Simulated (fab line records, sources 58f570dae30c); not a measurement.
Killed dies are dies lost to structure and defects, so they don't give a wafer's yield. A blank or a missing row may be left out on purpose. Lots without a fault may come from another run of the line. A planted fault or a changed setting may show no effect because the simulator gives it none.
Tool commonality check | flow berkeley_cmos170 | 14 lots, 42 wafers sampled

WHY IT WAS OPENED
At UCB170_SDANNEAL_RS_MEAS_05 the reading NLDD_RS is flagged on 2 of 14 lots. Wafers without a fault read 616.1 ohm/sq, standard deviation 1.3.
Rule: a lot is flagged when every wafer of it that has a number lies more than 4 standard deviations from that mean, or none has a number. The other lots count as sound.

lot  | measured     | on            | NLDD_RS (ohm/sq), wafer by wafer | flag
L519 | day 7 18:33  | film_metro-03 | 615.0 616.3 616.2                |
L515 | day 7 19:14  | film_metro-01 | 614.5 615.9 616.4                |
L518 | day 7 19:50  | film_metro-01 | 615.3 615.7 616.1                |
L517 | day 7 19:59  | film_metro-03 | 615.3 615.9 616.7                |
L523 | day 9 06:11  | film_metro-04 | 617.9 619.1 617.3                |
L522 | day 9 06:28  | film_metro-01 | 614.5 617.0 614.4                |
L524 | day 9 06:40  | film_metro-03 | 616.2 618.1 617.9                |
L528 | day 10 07:07 | film_metro-04 | 618.7 618.2 616.5                |
L530 | day 10 07:58 | film_metro-01 | 615.4 615.4 616.5                |
L531 | day 10 13:33 | film_metro-03 | 616.7 617.8 615.9                |
L533 | day 11 07:35 | film_metro-04 | 653.0 654.2 655.0                | FLAGGED
L534 | day 11 07:58 | film_metro-03 | 614.6 615.7 617.2                |
L538 | day 12 08:20 | film_metro-01 | 614.8 615.7 615.0                |
L537 | day 12 08:39 | film_metro-04 | 655.9 653.7 656.7                | FLAGGED
The numbers of the flagged lots are 654.8 ohm/sq on average: +38.6 ohm/sq against the usual, or +30 standard deviations.

WHICH TOOL RAN EACH LOT
The record holds 1 process step before the reading, out of a route of 331 steps. In each cell: the tool, then ch and the chambers that the sampled wafers went through, then the start.
lot  | flag    | UCB170_NLDD_IMPLANT_08
L519 |         | implanter-02 ch 0, day 7 07:26
L515 |         | implanter-04 ch 0, day 7 07:46
L518 |         | implanter-02 ch 0, day 7 09:06
L517 |         | implanter-04 ch 0, day 7 09:24
L523 |         | implanter-02 ch 0, day 8 19:29
L522 |         | implanter-01 ch 0, day 8 19:50
L524 |         | implanter-02 ch 0, day 8 20:49
L528 |         | implanter-02 ch 0, day 9 19:35
L530 |         | implanter-02 ch 0, day 9 18:53
L531 |         | implanter-02 ch 0, day 10 00:02
L533 | FLAGGED | implanter-02 ch 0, day 10 19:02
L534 |         | implanter-04 ch 0, day 10 18:46
L538 |         | implanter-04 ch 0, day 11 15:55
L537 | FLAGGED | implanter-02 ch 0, day 11 16:18
What these steps do:
- UCB170_NLDD_IMPLANT_08
- UCB170_SDANNEAL_RS_MEAS_05: measures by four-point-probe.

FLAGGED OVER TOTAL, TOOL BY TOOL (the gauges that took the reading come last)
step                       | tool          | lots run | flagged | share of the flagged lots | sound lots run after its first flagged lot
UCB170_NLDD_IMPLANT_08     | implanter-01  | 1        | 0       | none                      | -
UCB170_NLDD_IMPLANT_08     | implanter-02  | 9        | 2       | all                       | 0
UCB170_NLDD_IMPLANT_08     | implanter-04  | 4        | 0       | none                      | -
UCB170_SDANNEAL_RS_MEAS_05 | film_metro-01 | 5        | 0       | none                      | -
UCB170_SDANNEAL_RS_MEAS_05 | film_metro-03 | 5        | 0       | none                      | -
UCB170_SDANNEAL_RS_MEAS_05 | film_metro-04 | 4        | 2       | all                       | 0

WHAT THE TABLE ALLOWS
2 rows of the table ran every flagged lot: implanter-02 at UCB170_NLDD_IMPLANT_08, film_metro-04 at UCB170_SDANNEAL_RS_MEAS_05.
- implanter-02 at UCB170_NLDD_IMPLANT_08: 2 of its 9 lots flagged. Its last sound lot is L531 (day 10 00:02), its first flagged lot L533 (day 10 19:02): a fault that began between those two fits. Its own readings lie more than 4 standard deviations out on every wafer of the flagged lots: dose_ions_cm2, faraday_current_uA.
- film_metro-04 at UCB170_SDANNEAL_RS_MEAS_05: 2 of its 4 lots flagged. Its last sound lot is L528 (day 10 07:07), its first flagged lot L533 (day 11 07:35): a fault that began between those two fits.
Counting lots can't tell these 2 tools apart, because each fits a fault that began at some hour. More lots, or a look at what each step does to the wafer, might.

WHAT THE SIMULATOR HAD PUT IN
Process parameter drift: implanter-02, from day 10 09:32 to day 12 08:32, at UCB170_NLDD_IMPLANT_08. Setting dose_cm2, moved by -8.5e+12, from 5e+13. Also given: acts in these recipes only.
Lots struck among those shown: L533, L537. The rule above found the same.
